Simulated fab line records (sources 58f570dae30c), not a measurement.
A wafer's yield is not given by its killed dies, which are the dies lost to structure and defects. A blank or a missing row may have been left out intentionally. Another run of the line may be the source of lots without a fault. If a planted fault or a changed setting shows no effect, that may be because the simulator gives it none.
Lot-split experiment ; flow berkeley cmos170 ; route with 331 steps; 5 lots, 23 wafers read

## SPLIT DETAILS
At UCB170_V1_PEB_10, the setting peb temp c was moved away from the recipe's 130 C on 7 of the 23 wafers read, by -1.5% to +2.4%. All remaining wafers had this setting at the recipe value.

## FROM THE SPLIT TO THE READING: what the file shows between them, 4 steps
- UCB170_V1_DEVELOP_11: develop time 45 s
- UCB170_V1_CD_MEAS_12: target cd 700 nm
- UCB170_V1_ETCH_14: etches SiO2 in CHF3/CF4/Ar, stops on Al, target depth 1250 nm, time 296.6 s
- UCB170_V1_STRIP_15: strips in O2

## THE READING
cd nm, in nm, at UCB170_V1_CD_MEAS_90 (target cd 700 nm). A value of 700.1 nm with a standard deviation of 1.3 nm is what fault-free wafers of this fab line usually give.

wafer;tool, chamber at the split;peb temp c as run, C;against the recipe;cd nm, nm;against lot-mates on the recipe
L076.2;litho track-02, 0;130;recipe;699.6;-
L076.3;litho track-02, 0;130;recipe;699.0;-
L076.4;litho track-02, 0;131.3;+1.0%;706.5;+6.9
L076.5;litho track-02, 0;130;recipe;700.3;-
L076.6;litho track-02, 0;131.3;+1.0%;707.5;+7.9
L075.2;litho track-04, 0;133.1;+2.4%;715.1;+14.2
L075.3;litho track-04, 0;130;recipe;700.7;-
L075.4;litho track-04, 0;130;recipe;701.0;-
L075.5;litho track-04, 0;130;recipe;701.1;-
L075.6;litho track-04, 0;133.1;+2.4%;719.1;+18.2
L078.1;litho track-03, 0;130;recipe;699.2;-
L078.3;litho track-03, 0;130;recipe;701.5;-
L078.4;litho track-03, 0;130;recipe;701.3;-
L078.5;litho track-03, 0;130;recipe;701.6;-
L078.6;litho track-03, 0;130;recipe;698.6;-
L080.1;litho track-02, 0;130;recipe;699.0;-
L080.2;litho track-02, 0;130;recipe;700.1;-
L080.5;litho track-02, 0;130;recipe;698.8;-
L085.1;litho track-04, 0;128;-1.5%;685.8;-14.7
L085.2;litho track-04, 0;128;-1.5%;685.8;-14.7
L085.4;litho track-04, 0;128;-1.5%;686.9;-13.6
L085.5;litho track-04, 0;130;recipe;700.2;-
L085.6;litho track-04, 0;130;recipe;700.7;-

THE FIT
A straight line over all 23 wafers: cd nm changes by +7.82 nm for each +1% of peb temp c; r = +0.98; the points scatter about the line by 1.4 nm.
The same after taking each lot's own level away (the mean of its wafers on the recipe; 23 wafers): +7.76 nm for each +1%; r = +0.98; scatter 1.4 nm.
On that fit, the largest move of peb temp c shifts the reading by 19 nm.
The span of the lots' own levels, 699.30 to 700.93 nm, comes to 1.3 times the standard deviation stated above.
Consequently the slope shifts little with the lot-to-lot level, the two slopes agreeing.
Check: +19.6 nm against its lot-mates is what the line predicts for one of the wafers moved furthest among these (+2.4%) when that wafer is left out of the fit. Against them it came out at +14.2 nm.

## FURTHER SPLITS ON THESE WAFERS
Other splits were also applied to these wafers ahead of the reading. Each is held against what the fit with the lots' levels taken away leaves over:
other split on the same wafers;wafers away from the commonest value;r with cd nm (lot level and that fit taken away)
UCB170_M1_SPUTTER_00 time s;7;-0.29

## THE WHOLE CHAIN: every reading that the file lists as answering this split, in the file's order
step;what it does;reading;change (the file's fit);r (the file's)
UCB170_V1_CD_MEAS_12;target cd 700 nm;cd nm;+7.88 nm for each +1% of the setting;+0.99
UCB170_V1_ETCH_14;etches SiO2 in CHF3/CF4/Ar, stops on Al, target depth 1250 nm, time 296.6 s;V1.cd nm (the simulator's own value, which no gauge read);+7.5 nm for each +1% of the setting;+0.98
UCB170_V1_CD_MEAS_90;target cd 700 nm;cd nm;+7.49 nm for each +1% of the setting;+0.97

## FILE'S OWN FIT
cd nm changes by +7.49 nm for each +1% of peb temp c, r = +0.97.
